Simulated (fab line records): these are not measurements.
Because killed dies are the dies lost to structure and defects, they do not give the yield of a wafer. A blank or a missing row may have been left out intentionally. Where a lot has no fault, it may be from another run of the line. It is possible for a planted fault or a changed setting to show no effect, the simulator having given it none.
Split-lot experiment | flow berkeley-cmos170 | 23 wafers read from 5 lots, route of 331 steps

## ABOUT THE SPLIT
At UCB170_PLDD_PEB_04, the setting peb-temp-c was moved away from the recipe's 130 C on 8 of the 23 wafers read, by -1.9% to +1.3%. For the rest of the wafers, this setting stayed at what the recipe calls for.

## THE PATH FROM SPLIT TO READING: the file shows 1 step between them
- UCB170_PLDD_DEVELOP_05: develop time 45 s

## THE READING
cd-nm at UCB170_PLDD_CD_MEAS_06, given in nm (cd target 1200 nm). A value of 1200.5 nm with a standard deviation of 1.5 nm is what fault-free wafers of this fab line usually give.

wafer  | tool, chamber at the split | peb-temp-c as run, C | against the recipe | cd-nm, nm | against lot-mates on the recipe
L075.1 | litho-track-04, 0          | 127.5                | -1.9%              | 1180.7    | -17.9
L075.2 | litho-track-04, 0          | 130                  | recipe             | 1198.8    | -
L075.4 | litho-track-04, 0          | 130                  | recipe             | 1198.4    | -
L075.5 | litho-track-04, 0          | 127.5                | -1.9%              | 1180.6    | -18.0
L075.6 | litho-track-04, 0          | 130                  | recipe             | 1198.5    | -
L078.1 | litho-track-04, 0          | 131.7                | +1.3%              | 1208.7    | +9.5
L078.3 | litho-track-04, 0          | 130                  | recipe             | 1199.3    | -
L078.4 | litho-track-04, 0          | 131.7                | +1.3%              | 1209.4    | +10.2
L078.5 | litho-track-04, 0          | 131.7                | +1.3%              | 1209.5    | +10.2
L078.6 | litho-track-04, 0          | 130                  | recipe             | 1199.2    | -
L080.1 | litho-track-02, 0          | 130                  | recipe             | 1202.7    | -
L080.2 | litho-track-02, 0          | 130                  | recipe             | 1203.5    | -
L080.4 | litho-track-02, 0          | 130                  | recipe             | 1203.2    | -
L080.5 | litho-track-02, 0          | 130                  | recipe             | 1201.8    | -
L080.6 | litho-track-02, 0          | 130                  | recipe             | 1202.3    | -
L084.1 | litho-track-04, 0          | 128.1                | -1.5%              | 1185.6    | -14.0
L084.2 | litho-track-04, 0          | 128.1                | -1.5%              | 1184.8    | -14.8
L084.3 | litho-track-04, 0          | 128.1                | -1.5%              | 1186.6    | -13.0
L084.5 | litho-track-04, 0          | 130                  | recipe             | 1200.0    | -
L084.6 | litho-track-04, 0          | 130                  | recipe             | 1199.1    | -
L083.3 | litho-track-03, 0          | 130                  | recipe             | 1199.9    | -
L083.4 | litho-track-03, 0          | 130                  | recipe             | 1201.0    | -
L083.5 | litho-track-03, 0          | 130                  | recipe             | 1201.5    | -

FIT RESULTS
A straight line over all 23 wafers: cd-nm changes by +9.1 nm for each +1% of peb-temp-c; r = +0.97; the points scatter about the line by 2 nm.
The same after taking each lot's own level away (the mean of its wafers on the recipe; 23 wafers): +8.82 nm for each +1%; r = +1.00; scatter 0.82 nm.
Per that fit: largest peb-temp-c move, reading shift of 17 nm.
The span of the lots' own levels, 1198.57 to 1202.70 nm, comes to 2.8 times the standard deviation stated above.
Hence the lot-to-lot level has little effect on the slope; both slopes agree.
Check: for one of the wafers moved furthest among these (-1.9%), held out of the fit, the line's prediction against its lot-mates is -17.3 nm. Against them it came out at -17.9 nm.

## THE OTHER SPLITS THESE WAFERS WENT THROUGH
Note: prior to the reading, these wafers also went through further splits. Each is held against what the fit with the lots' levels taken away leaves over:
other split on the same wafers         | wafers away from the commonest value | r with cd-nm (lot level and that fit taken away)
UCB170_START_OXIDATION_02 temp-c       | 15                                   | +0.26
UCB170_PWELL_OXIDATION_02 ox-time-s    | 18                                   | -0.18
UCB170_PWELL_ANNEAL_04 time-s          | 18                                   | -0.08
UCB170_PWELL_STRIP_16 overash-fraction | 7                                    | -0.09
UCB170_ACTIVE_CVD_05 pressure-mtorr    | 18                                   | +0.02
UCB170_ACTIVE_DEVELOP_12 dev-temp-c    | 7                                    | +0.10
UCB170_PFIELD_IMPLANT_07 energy-kev    | 11                                   | +0.05
UCB170_GATE_ETCH_15 over-etch-frac     | 10                                   | +0.07

## FILE'S OWN FIT
cd-nm changes by +8.97 nm for each +1% of peb-temp-c, r = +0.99.
